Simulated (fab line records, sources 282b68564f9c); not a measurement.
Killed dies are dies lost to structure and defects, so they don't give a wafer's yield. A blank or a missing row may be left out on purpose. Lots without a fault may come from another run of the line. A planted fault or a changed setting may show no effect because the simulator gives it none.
fab line records | flow rit_cmos
record lots=13 wafers=39 last_day=7
route steps=202 shown ACTIVE@9
lots that met no fault: from a run of the same line without faults
start_h: hours from the record's first day to the start of the lot's first wafer shown | wait_h: hours since the lot's step before | " the same as in the row above | L1.1+2: a row that stands for several wafers | - no value, or no start given | * or withheld: withheld | < > ~ a bound
route shown NAME@n: a module of which the file shows steps, and the number in the route of the first | usual: mean/standard deviation of fault-free wafers | same: alike in all rows | chamber/n: place in a boat | sites: the reading at each site | _std_site: their standard deviation | _edge_site: outer sites' mean less inner sites' | radius_mm: how far each site lies from the wafer's centre | mask NAME#n: copy n | behind: the tool/chamber that last shaped the wafer | hold: why the lot was held/for how many hours/how that ended | device: the transistor (n, p or np) that didn't switch | end of line: the same wafers' tests at the end of the route | a step without rows: its recipe alone | killed: dies lost to structure and defects at the first sort, not the wafer's yield | map: a wafer's dies, x killed, . not, _ none there
set.NAME: the setting as run; set.NAME@STEP: as run at that earlier step | model.NAME: the simulator's own value behind a step, which no gauge read
steps of the route over a sample of lots; a table a step, a row a wafer
services: from which hour (start_h, from the record's first day; less than 0 if before it) a tool's chamber was out of use, for how many hours, and why
## steps
# step RIT_ACTIVE_EXPOSE_08
# recipe mask_id=M1 na=0.6 source_shape=conventional sigma_outer=0.6 target_cd_nm=1400 dose_mj=225
# usual exposure_dose_mJ_cm2=224.90/0.21
# same na=0.6
# columns lot.wafer tool chamber start_h wait_h mask exposure_dose_mJ_cm2
L512.1 iline_stepper-02 0 19.04 0.1 M1#0 224.69
L512.2 " 0 " " M1#0 225.12
L512.6 " 0 " " M1#0 225.00
L514.2 iline_stepper-01 0 29.18 0.2 M1#0 225.02
L514.4 " 0 " " M1#0 225.15
L514.6 " 0 " " M1#0 225.20
L516.1 iline_stepper-02 0 40.14 0.2 M1#0 224.77
L516.2 " 0 " " M1#0 225.03
L516.4 " 0 " " M1#0 224.91
L518.2 iline_stepper-01 0 50.23 0.2 M1#0 224.89
L518.3 " 0 " " M1#0 225.00
L518.6 " 0 " " M1#0 225.16
L519.4 iline_stepper-01 0 54.10 0.1 M1#0 224.89
L519.5 " 0 " " M1#0 224.88
L519.6 " 0 " " M1#0 224.85
L520.1 iline_stepper-01 0 59.04 0.1 M1#0 224.53
L520.3 " 0 " " M1#0 225.35
L520.5 " 0 " " M1#0 224.91
L521.1 iline_stepper-01 0 64.04 0.1 M1_R1#0 225.13
L521.2 " 0 " " M1_R1#0 225.10
L521.6 " 0 " " M1_R1#0 224.85
L523.1 iline_stepper-02 0 75.57 0.1 M1#0 224.84
L523.3 " 0 " " M1#0 224.63
L523.4 " 0 " " M1#0 224.41
L525.1 iline_stepper-01 0 84.88 0.1 M1#0 224.78
L525.2 " 0 " " M1#0 224.79
L525.3 " 0 " " M1#0 224.75
L531.1 iline_stepper-01 0 114.20 0.2 M1#0 224.94
L531.2 " 0 " " M1#0 224.95
L531.5 " 0 " " M1#0 225.22
L532.2 iline_stepper-01 0 119.06 0.1 M1#0 225.07
L532.3 " 0 " " M1#0 224.88
L532.5 " 0 " " M1#0 225.09
L533.2 iline_stepper-01 0 124.06 0.1 M1#0 224.63
L533.4 " 0 " " M1#0 224.71
L533.5 " 0 " " M1#0 224.77
L534.1 iline_stepper-02 0 129.16 0.2 M1#0 224.52
L534.3 " 0 " " M1#0 224.66
L534.5 " 0 " " M1#0 224.56
# step RIT_ACTIVE_CD_MEAS_11
# recipe target_cd_nm=1400
# usual cd_nm=1400.6/1.9
# columns lot.wafer tool chamber start_h wait_h cd_nm
L512.1 cd_sem-01 - 19.44 - 1400.2
L512.2 " - " " 1400.2
L512.6 " - " " 1401.1
L514.2 cd_sem-01 - 29.58 - 1398.8
L514.4 " - " " 1400.8
L514.6 " - " " 1401.5
L516.1 cd_sem-02 - 40.54 - 1399.6
L516.2 " - " " 1399.7
L516.4 " - " " 1398.4
L518.2 cd_sem-01 - 50.63 - 1397.1
L518.3 " - " " 1396.5
L518.6 " - " " 1396.2
L519.4 cd_sem-02 - 54.50 - 1397.4
L519.5 " - " " 1400.8
L519.6 " - " " 1400.3
L520.1 cd_sem-01 - 59.44 - 1402.2
L520.3 " - " " 1403.0
L520.5 " - " " 1403.1
L521.1 cd_sem-02 - 64.44 - 1555.0
L521.2 " - " " 1551.8
L521.6 " - " " 1552.3
L523.1 cd_sem-02 - 75.97 - 1400.0
L523.3 " - " " 1401.5
L523.4 " - " " 1402.0
L525.1 cd_sem-01 - 85.28 - 1397.4
L525.2 " - " " 1397.8
L525.3 " - " " 1400.0
L531.1 cd_sem-01 - 114.60 - 1399.8
L531.2 " - " " 1399.5
L531.5 " - " " 1398.6
L532.2 cd_sem-01 - 119.46 - 1400.9
L532.3 " - " " 1398.7
L532.5 " - " " 1398.5
L533.2 cd_sem-01 - 124.46 - 1399.4
L533.4 " - " " 1402.8
L533.5 " - " " 1401.4
L534.1 cd_sem-01 - 129.56 - 1401.4
L534.3 " - " " 1399.2
L534.5 " - " " 1401.0
## services
# columns tool chamber start_h hours kind
iline_stepper-01 - 0.69 1.7 pm
iline_stepper-02 - 2.36 4.4 pm
iline_stepper-02 - 66.55 1.7 pm
iline_stepper-01 0 121.04 - calibration
## key
first_sign step=RIT_ACTIVE_EXPOSE_08 reading=mask direction=changed
effect step=RIT_ACTIVE_CD_MEAS_11 reading=cd_nm direction=up sigmas=80 usual=1400.6 struck=1553.0
met_at RIT_ACTIVE_EXPOSE_08
struck_lots L521
sort_left_out L521.1,L521.2,L521.6
tester_left_out L521
onset_between 59.04 64.04
fault kind=wrong_mask tool=any chamber=- onset_h=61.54 steps=RIT_ACTIVE_EXPOSE_08 aux_copy=M1_R1#0 cd_offset_nm=150 scope=struck_lots_only
# tester_left_out: of these lots the tester's yield and bins aren't shown, on N5 and GAA mostly nor the transistor test; their killed dies are dies lost to structure and defects alone, not to doping, threshold or leakage, so they don't give the yield
# sort_left_out: the simulated sort isn't trusted on such a fault, so these wafers' sort isn't shown, and their yield isn't known
